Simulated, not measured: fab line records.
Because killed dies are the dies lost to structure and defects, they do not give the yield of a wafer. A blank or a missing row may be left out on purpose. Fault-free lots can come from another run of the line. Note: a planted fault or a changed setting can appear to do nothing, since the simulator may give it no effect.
Problem report, 8D (eight disciplines) form, completed by code | flow berkeley-cmos170 | the parts of the form that need people (team, actions taken, sign-off) are left out

1. WHAT IS WRONG
Wafers without a fault read 701 nm, standard deviation 4.3; cd-nm at UCB170_M3_CD_MEAS_90 reads a mean of 679 nm on 4 wafers belonging to 2 lots. Measured from the usual mean, that is -5.1 standard deviations.
The step: target cd 700 nm.
Earliest sighting: wafer L712.4 on cd-sem-02 at day 9 04:13. The record holds 41 wafers of 14 lots with a number at this step. Rule for "out" (also "out of limits"): further than 4 standard deviations from the usual mean. The other wafers with a number count as sound.

2. WHAT IT IS, WHAT IT ISN'T
question                    | is                             | is not
which readings at this step | cd-nm                          | -
which lots                  | L712, L717                     | L704, L705, L706, L707, L711, L714, L719, L720, L722, L724, L725, L726
which wafers of those lots  | L712.4, L717.3, L717.4, L717.5 | L712.3
read on which gauges        | cd-sem-01, cd-sem-02           | -
when                        | from day 9 04:13               | up to then (16 sound wafers); but 21 sound wafers of L714, L719, L720, L722, L724, L725, L726 came after

3. SUSPECTS, AND WHAT RULES EACH OUT
Counting: if a tool at a process step up to the reading ran every lot that is out, it stays a suspect. Sound lots after the first of them don't rule it out here, since some wafers of a struck lot are sound.
- ruled out: the gauge at UCB170_M3_CD_MEAS_90. Those wafers that are out were read across 2 gauges (cd-sem-01, cd-sem-02).
- rie-metal-04 at UCB170_M3_METAL_ETCH_18 (etches Al in Cl2/BCl3, stops on SiO2, target depth 1170 nm, time 195 s): kept. It processed each lot that is out (first: L712, day 9 03:57); up to then, its last sound lot is L711 (day 8 22:29). Its own readings are out on those wafers: rf-fwd-power-W.
- plasma-asher-02 at UCB170_M3_STRIP_19 (strips in O2): kept. It processed each lot that is out (first: L712, day 9 04:07); up to then, its last sound lot is L707 (day 8 10:35). Its own readings are out on those wafers: oes-product-au.
- The sound lot-mates ran in chamber 1 of rie-metal-04 at UCB170_M3_METAL_ETCH_18, but the wafers that are out ran in chamber 0.
The count leaves plasma-asher-02 at UCB170_M3_STRIP_19 and rie-metal-04 at UCB170_M3_METAL_ETCH_18.

4. THE CAUSE (what the simulator had put in)
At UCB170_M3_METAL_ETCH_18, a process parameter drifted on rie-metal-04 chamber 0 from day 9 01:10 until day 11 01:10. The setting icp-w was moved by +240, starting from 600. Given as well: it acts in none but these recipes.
Of the 2 suspects that counting leaves, this tool is one.

5. THE CHAIN OF EFFECTS, in route order
One row per reading whose mean, taken over the struck wafers that have a number, lies over 3 standard deviations from the usual. Only readings for which the record gives a usual standard deviation are gone through. hours: the time from each lot's start at the first step in this table that gives one to its start at this step, as a median over the lots. sigmas: the change in usual standard deviations.
hours | step                    | reading        | usual      | on struck wafers | change | sigmas
0     | UCB170_M3_METAL_ETCH_18 | rf-fwd-power-W | 598.5 W    | 838.7            | +240.2 | +99 or more
0     | UCB170_M3_STRIP_19      | oes-product-au | 0.538 a.u. | 0.313            | -0.225 | -10
0     | UCB170_M3_CD_MEAS_90    | cd-nm          | 701 nm     | 679              | -22    | -5.1
The process steps in it:
- UCB170_M3_METAL_ETCH_18: etches Al in Cl2/BCl3, stops on SiO2, target depth 1170 nm, time 195 s.
- UCB170_M3_STRIP_19: strips in O2.

6. HOW IT WOULD HAVE BEEN CAUGHT EARLIER
Counted from the fault's start at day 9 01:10, it took 3 hours until the first out-of-limits reading at a measuring or inspecting step in this record, taken at day 9 04:13.
The tool's own readings at UCB170_M3_METAL_ETCH_18 were out on every struck wafer that the step has a row for (rf-fwd-power-W): an alarm limit on them would have fired on the first of those.
L717, from the lots that are out (2), started UCB170_M3_METAL_ETCH_18 on rie-metal-04 later than day 9 04:13. Holding the tool at that time would have saved it.
